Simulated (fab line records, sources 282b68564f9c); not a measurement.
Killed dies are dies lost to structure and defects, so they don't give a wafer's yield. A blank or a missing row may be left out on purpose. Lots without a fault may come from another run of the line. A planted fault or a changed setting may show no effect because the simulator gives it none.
fab line records | flow rit_cmos
record lots=14 wafers=42 last_day=8
route steps=202 shown M1@188
lots that met no fault: from a run of the same line without faults
start_h: hours from the record's first day to the start of the lot's first wafer shown | wait_h: hours since the lot's step before | " the same as in the row above | L1.1+2: a row that stands for several wafers | - no value, or no start given | * or withheld: withheld | < > ~ a bound
route shown NAME@n: a module of which the file shows steps, and the number in the route of the first | usual: mean/standard deviation of fault-free wafers | same: alike in all rows | chamber/n: place in a boat | sites: the reading at each site | _std_site: their standard deviation | _edge_site: outer sites' mean less inner sites' | radius_mm: how far each site lies from the wafer's centre | mask NAME#n: copy n | behind: the tool/chamber that last shaped the wafer | hold: why the lot was held/for how many hours/how that ended | device: the transistor (n, p or np) that didn't switch | end of line: the same wafers' tests at the end of the route | a step without rows: its recipe alone | killed: dies lost to structure and defects at the first sort, not the wafer's yield | map: a wafer's dies, x killed, . not, _ none there
set.NAME: the setting as run; set.NAME@STEP: as run at that earlier step | model.NAME: the simulator's own value behind a step, which no gauge read
steps of the route over a sample of lots; a table a step, a row a wafer
## steps
# step RIT_M1_COAT_04
# recipe resist=NOVOLAK spin_rpm=2000 resist_thk_nm=1300
# columns lot.wafer tool chamber start_h wait_h
L434.1+4+5 litho_track-04 0 64.83 0.1
L435.1+2+4 litho_track-04 0 69.00 0.1
L437.2+3+5 litho_track-03 0 80.37 0.1
L438.1+3+6 litho_track-04 0 86.95 0.1
L439.4+5+6 litho_track-01 0 89.67 0.1
L440.1+4+6 litho_track-03 0 93.58 0.1
L442.3+5+6 litho_track-04 0 101.62 0.1
L443.1+2+4 litho_track-01 0 106.05 0.1
L444.1+2+5 litho_track-03 0 110.20 0.1
L447.3+5+6 litho_track-01 0 124.00 0.1
L448.1+2+3 litho_track-01 0 125.86 0.1
L452.1+2+5 litho_track-03 0 149.65 0.1
L456.3+4+6 litho_track-04 0 171.69 0.1
L457.2+4+5 litho_track-04 0 179.00 0.1
# step RIT_M1_CD_MEAS_09
# recipe target_cd_nm=2600
# usual cd_nm=2600.0/1.9
# columns lot.wafer tool chamber start_h wait_h cd_nm
L434.1 cd_sem-02 - 65.56 - 2602.2
L434.4 " - " " 2603.0
L434.5 " - " " 2602.9
L435.1 cd_sem-02 - 69.73 - 2599.0
L435.2 " - " " 2599.1
L435.4 " - " " 2600.3
L437.2 cd_sem-02 - 81.51 - 2598.1
L437.3 " - " " 2600.6
L437.5 " - " " 2598.8
L438.1 cd_sem-02 - 87.85 - 2600.0
L438.3 " - " " 2601.9
L438.6 " - " " 2600.2
L439.4 cd_sem-01 - 90.47 - 2600.0
L439.5 " - " " 2601.7
L439.6 " - " " 2598.8
L440.1 cd_sem-01 - 94.31 - 2600.3
L440.4 " - " " 2599.3
L440.6 " - " " 2601.2
L442.3 cd_sem-01 - 102.40 - 2598.9
L442.5 " - " " 2599.0
L442.6 " - " " 2598.0
L443.1 cd_sem-01 - 106.78 - 2601.2
L443.2 " - " " 2602.2
L443.4 " - " " 2600.7
L444.1 cd_sem-01 - 111.05 - 2601.6
L444.2 " - " " 2601.0
L444.5 " - " " 2599.8
L447.3 cd_sem-02 - 124.85 - 2528.1
L447.5 " - " " 2530.9
L447.6 " - " " 2527.4
L448.1 cd_sem-02 - 126.72 - 2529.1
L448.2 " - " " 2529.9
L448.3 " - " " 2528.9
L452.1 cd_sem-01 - 150.38 - 2602.8
L452.2 " - " " 2602.8
L452.5 " - " " 2602.5
L456.3 cd_sem-02 - 172.53 - 2599.4
L456.4 " - " " 2600.2
L456.6 " - " " 2600.8
L457.2 cd_sem-01 - 179.72 - 2598.6
L457.4 " - " " 2599.5
L457.5 " - " " 2599.9
# step RIT_M1_PROBE_99
# usual defect_limited_yield=97.4/1.2 killed_at_contacts=0.0/0.23 killed_at_front_end=7/3.1 killed_dies=7/3.1 killed_open=3.3/2 killed_short=3.5/1.9 sort_bin_3_pad_short=0.1/0.24 sort_bin_5_function=1.5/0.84 sort_bin_6_memory=0.9/0.62 sort_n_pass=257/3.1 sort_yield_pct=97.4/1.2
# same gross_dies=264 killed_at_M0_to_M3=0 killed_at_M4_up=0 killed_at_back_side=0 killed_at_other=0
# columns lot.wafer tool chamber start_h wait_h defect_limited_yield[%] killed_at_contacts killed_at_front_end killed_dies killed_open killed_short sort_bin_3_pad_short[%] sort_bin_5_function[%] sort_bin_6_memory[%] sort_n_pass sort_yield_pct[%]
L442.3 prober-02 - 105.80 0.2 97.3 0 7 7 5 2 0 1.9 0.8 257 97.3
L442.5 prober-02 - 105.90 0.2 97.3 0 7 7 4 3 0 1.9 0.8 257 97.3
L442.6 prober-02 - 105.95 0.2 98.1 0 5 5 0 5 0 1.1 0.8 259 98.1
L443.1 prober-01 - 109.44 0.1 96.2 0 10 10 4 6 0.4 2.7 0.8 254 96.2
L443.2 prober-01 - 109.49 0.1 96.2 0 10 10 6 4 0.4 2.3 1.1 254 96.2
L443.4 prober-01 - 109.59 0.2 96.6 0 9 9 5 4 0.8 0.8 1.9 255 96.6
L444.1 prober-02 - 113.71 0.1 97.7 0 6 6 2 2 0 1.1 1.1 258 97.7
L444.2 prober-02 - 113.76 0.1 98.1 0 5 5 2 3 0.4 0.8 0.8 259 98.1
L444.5 prober-02 - 113.91 0.2 98.1 0 5 5 3 2 0.4 0.8 0.8 259 98.1
L447.3 prober-01 - 127.58 0.2 98.9 0 3 3 2 1 0 1.1 0 261 98.9
L447.5 prober-01 - 127.68 0.2 98.9 0 3 3 1 2 0 0.8 0.4 261 98.9
L447.6 prober-01 - 127.73 0.2 97.7 0 6 6 4 2 0 1.9 0.4 258 97.7
L448.1 prober-02 - 129.39 0.1 98.1 0 5 5 3 2 0 0.4 1.5 259 98.1
L448.2 prober-02 - 129.44 0.1 99.2 0 2 2 0 2 0.4 0.4 0 262 99.2
L448.3 prober-02 - 129.49 0.2 97.0 0 8 8 4 4 0 1.9 1.1 256 97.0
# killed by level:class
L442.3 GATE:geometric_particle:open=3 FOX1:geometric_particle:open=1 REOX:geometric_particle:open=1 SPACER:geometric_particle:short=1 SILICIDE:geometric_particle:short=1
L442.5 REOX:geometric_particle:open=3 GATE:geometric_particle:short=1 REOX:geometric_particle:short=1 SILICIDE:geometric_particle:short=1 SILICIDE:geometric_particle:open=1
L442.6 REOX:geometric_particle:short=3 GATE:geometric_particle:short=2
L443.1 FOX2:geometric_particle:short=3 SPACER:geometric_particle:open=2 SPACER:geometric_particle:short=2 GATE:geometric_particle:open=1 REOX:geometric_particle:open=1 SILICIDE:geometric_particle:short=1
L443.2 SILICIDE:geometric_particle:open=3 REOX:geometric_particle:short=2 REOX:geometric_particle:open=2 GATE:geometric_particle:short=1 GATE:geometric_particle:open=1 SPACER:geometric_particle:short=1
L443.4 GATE:geometric_particle:open=4 SILICIDE:geometric_particle:short=2 REOX:geometric_particle:short=1 SPACER:geometric_particle:short=1 SILICIDE:geometric_particle:open=1
L444.1 GATE:geometric_particle:short=1 GATE:geometric_particle:open=1 SPACER:geometric_particle:short=1 SPACER:geometric_particle:open=1 PWELL:coat_microbubble_printed=1 NRETRO:coat_microbubble_printed=1
L444.2 GATE:geometric_particle:open=2 FOX1:geometric_particle:short=1 REOX:geometric_particle:short=1 SILICIDE:geometric_particle:short=1
L444.5 GATE:geometric_particle:open=2 GATE:geometric_particle:short=2 REOX:geometric_particle:open=1
L447.3 SPACER:geometric_particle:open=1 FOX2:geometric_particle:open=1 SILICIDE:geometric_particle:short=1
L447.5 FOX1:geometric_particle:short=1 FOX2:geometric_particle:open=1 FOX2:geometric_particle:short=1
L447.6 GATE:geometric_particle:open=2 FOX1:geometric_particle:short=1 FOX2:geometric_particle:short=1 SPACER:geometric_particle:open=1 STARTING-WAFER:geometric_particle:open=1
L448.1 SPACER:geometric_particle:open=2 SPACER:geometric_particle:short=2 GATE:geometric_particle:open=1
L448.2 FOX2:geometric_particle:short=1 GATE:geometric_particle:short=1
L448.3 GATE:geometric_particle:open=3 SPACER:geometric_particle:short=2 FOX2:geometric_particle:short=1 GATE:geometric_particle:short=1 SILICIDE:geometric_particle:open=1
## key
first_sign step=RIT_M1_CD_MEAS_09 reading=cd_nm direction=down sigmas=38 usual=2600.0 struck=2529.0
effect none on later readings
met_at RIT_M1_COAT_04
struck_lots L447,L448
onset_between 106.05 124.00
fault kind=process_parameter_drift tool=litho_track-01 chamber=- onset_h=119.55 steps=RIT_M1_COAT_04 channel=resist_thk_nm offset=-585 shape=step end_h=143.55 acts_in=these_recipes_only stated=1300
